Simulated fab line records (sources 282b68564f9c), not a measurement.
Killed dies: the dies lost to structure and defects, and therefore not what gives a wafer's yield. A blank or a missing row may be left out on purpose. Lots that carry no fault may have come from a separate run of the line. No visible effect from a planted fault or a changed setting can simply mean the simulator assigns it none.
Lot-split experiment :: flow rit_cmos :: 23 wafers read from 5 lots, route of 202 steps

## THE SPLIT ITSELF
At RIT_SILICIDE_SPUTTER_01 (material Ti, target thk 30 nm, time 240 s), the setting time_s was moved away from the recipe's 240 s on 8 of the 23 wafers read, by -3.9% to +8.5%. All remaining wafers had this setting at the recipe value.

## FROM SPLIT TO READING: 1 step shown by the file between the two
- RIT_SILICIDE_RS_MEAS_02: measures by four-point-probe

## THE READING
SILICIDE_TI_THK, in nm, at RIT_SILICIDE_THK_MEAS_03 (measures by xrf). A value of 30.1 nm with a standard deviation of 0.39 nm is what fault-free wafers of this fab line usually give.

wafer: L075.1
tool, chamber at the split: pvd_sputter-02, -
time_s as run, s: 240
against the recipe: recipe
SILICIDE_TI_THK, nm: 30.8
against lot-mates on the recipe: -

wafer: L075.2
tool, chamber at the split: pvd_sputter-02, -
time_s as run, s: 230.7
against the recipe: -3.9%
SILICIDE_TI_THK, nm: 28.7
against lot-mates on the recipe: -1.9

wafer: L075.3
tool, chamber at the split: pvd_sputter-02, -
time_s as run, s: 230.7
against the recipe: -3.9%
SILICIDE_TI_THK, nm: 29.2
against lot-mates on the recipe: -1.4

wafer: L075.4
tool, chamber at the split: pvd_sputter-02, -
time_s as run, s: 240
against the recipe: recipe
SILICIDE_TI_THK, nm: 30.9
against lot-mates on the recipe: -

wafer: L075.5
tool, chamber at the split: pvd_sputter-02, -
time_s as run, s: 240
against the recipe: recipe
SILICIDE_TI_THK, nm: 30.1
against lot-mates on the recipe: -

wafer: L076.1
tool, chamber at the split: pvd_sputter-03, -
time_s as run, s: 240
against the recipe: recipe
SILICIDE_TI_THK, nm: 29.5
against lot-mates on the recipe: -

wafer: L076.4
tool, chamber at the split: pvd_sputter-03, -
time_s as run, s: 240
against the recipe: recipe
SILICIDE_TI_THK, nm: 29.5
against lot-mates on the recipe: -

wafer: L076.5
tool, chamber at the split: pvd_sputter-03, -
time_s as run, s: 240
against the recipe: recipe
SILICIDE_TI_THK, nm: 30.1
against lot-mates on the recipe: -

wafer: L080.1
tool, chamber at the split: pvd_sputter-03, -
time_s as run, s: 254.1
against the recipe: +5.9%
SILICIDE_TI_THK, nm: 32.3
against lot-mates on the recipe: +2.2

wafer: L080.2
tool, chamber at the split: pvd_sputter-03, -
time_s as run, s: 254.1
against the recipe: +5.9%
SILICIDE_TI_THK, nm: 31.8
against lot-mates on the recipe: +1.8

wafer: L080.3
tool, chamber at the split: pvd_sputter-03, -
time_s as run, s: 240
against the recipe: recipe
SILICIDE_TI_THK, nm: 29.9
against lot-mates on the recipe: -

wafer: L080.4
tool, chamber at the split: pvd_sputter-03, -
time_s as run, s: 254.1
against the recipe: +5.9%
SILICIDE_TI_THK, nm: 31.8
against lot-mates on the recipe: +1.8

wafer: L080.5
tool, chamber at the split: pvd_sputter-03, -
time_s as run, s: 240
against the recipe: recipe
SILICIDE_TI_THK, nm: 30.2
against lot-mates on the recipe: -

wafer: L082.1
tool, chamber at the split: pvd_sputter-03, -
time_s as run, s: 240
against the recipe: recipe
SILICIDE_TI_THK, nm: 30.2
against lot-mates on the recipe: -

wafer: L082.2
tool, chamber at the split: pvd_sputter-03, -
time_s as run, s: 240
against the recipe: recipe
SILICIDE_TI_THK, nm: 30.1
against lot-mates on the recipe: -

wafer: L082.3
tool, chamber at the split: pvd_sputter-03, -
time_s as run, s: 240
against the recipe: recipe
SILICIDE_TI_THK, nm: 30.9
against lot-mates on the recipe: -

wafer: L082.4
tool, chamber at the split: pvd_sputter-03, -
time_s as run, s: 240
against the recipe: recipe
SILICIDE_TI_THK, nm: 30.2
against lot-mates on the recipe: -

wafer: L082.5
tool, chamber at the split: pvd_sputter-03, -
time_s as run, s: 240
against the recipe: recipe
SILICIDE_TI_THK, nm: 30.2
against lot-mates on the recipe: -

wafer: L085.2
tool, chamber at the split: pvd_sputter-02, -
time_s as run, s: 260.4
against the recipe: +8.5%
SILICIDE_TI_THK, nm: 33.1
against lot-mates on the recipe: +2.7

wafer: L085.3
tool, chamber at the split: pvd_sputter-02, -
time_s as run, s: 260.4
against the recipe: +8.5%
SILICIDE_TI_THK, nm: 32.9
against lot-mates on the recipe: +2.4

wafer: L085.4
tool, chamber at the split: pvd_sputter-02, -
time_s as run, s: 260.4
against the recipe: +8.5%
SILICIDE_TI_THK, nm: 32.5
against lot-mates on the recipe: +2.1

wafer: L085.5
tool, chamber at the split: pvd_sputter-02, -
time_s as run, s: 240
against the recipe: recipe
SILICIDE_TI_THK, nm: 30.2
against lot-mates on the recipe: -

wafer: L085.6
tool, chamber at the split: pvd_sputter-02, -
time_s as run, s: 240
against the recipe: recipe
SILICIDE_TI_THK, nm: 30.7
against lot-mates on the recipe: -

THE FIT
A straight line over all 23 wafers: SILICIDE_TI_THK changes by +0.307 nm for each +1% of time_s; r = +0.95; the points scatter about the line by 0.39 nm.
The same after taking each lot's own level away (the mean of its wafers on the recipe; 23 wafers): +0.313 nm for each +1%; r = +0.96; scatter 0.33 nm.
On that fit, the largest move of time_s shifts the reading by 2.7 nm.
The span of the lots' own levels, 29.70 to 30.60 nm, comes to 2.3 times the standard deviation stated above.
Consequently the slope shifts little with the lot-to-lot level, the two slopes agreeing.
Check: for one of the wafers moved furthest among these (+8.5%), held out of the fit, the line's prediction against its lot-mates is +2.58 nm. Against them it came out at +2.65 nm.

## OTHER SPLITS ON THESE WAFERS
Before the reading, these wafers also passed through other splits. Each is held against what the fit with the lots' levels taken away leaves over:
other split on the same wafers: RIT_SPACER_CVD_03 nh3_flow_sccm
wafers away from the commonest value: 15
r with SILICIDE_TI_THK (lot level and that fit taken away): +0.02

other split on the same wafers: RIT_NSD_IMPLANT_08 energy_kev
wafers away from the commonest value: 8
r with SILICIDE_TI_THK (lot level and that fit taken away): -0.14

other split on the same wafers: RIT_PSD_COAT_01 spin_rpm
wafers away from the commonest value: 7
r with SILICIDE_TI_THK (lot level and that fit taken away): -0.03

other split on the same wafers: RIT_PSD_IMPLANT_08 energy_kev
wafers away from the commonest value: 8
r with SILICIDE_TI_THK (lot level and that fit taken away): +0.23

## THE WHOLE CHAIN: every reading that the file lists as answering this split, in the file's order
step: RIT_SILICIDE_SPUTTER_01
what it does: material Ti, target thk 30 nm, time 240 s
reading: Ti_of_SILICIDE_SPUTTER_01.thk_nm (the simulator's own value, which no gauge read)
change (the file's fit): +0.325 nm for each +1% of the setting
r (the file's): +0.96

step: RIT_SILICIDE_RS_MEAS_02
what it does: measures by four-point-probe
reading: SILICIDE_TI_RS
change (the file's fit): -0.605 for each +1% of the setting
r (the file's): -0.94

step: RIT_SILICIDE_THK_MEAS_03
what it does: measures by xrf
reading: SILICIDE_TI_THK
change (the file's fit): +0.312 for each +1% of the setting
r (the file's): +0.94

## THE FILE'S OWN FIT
SILICIDE_TI_THK changes by +0.312 nm for each +1% of time_s, r = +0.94.
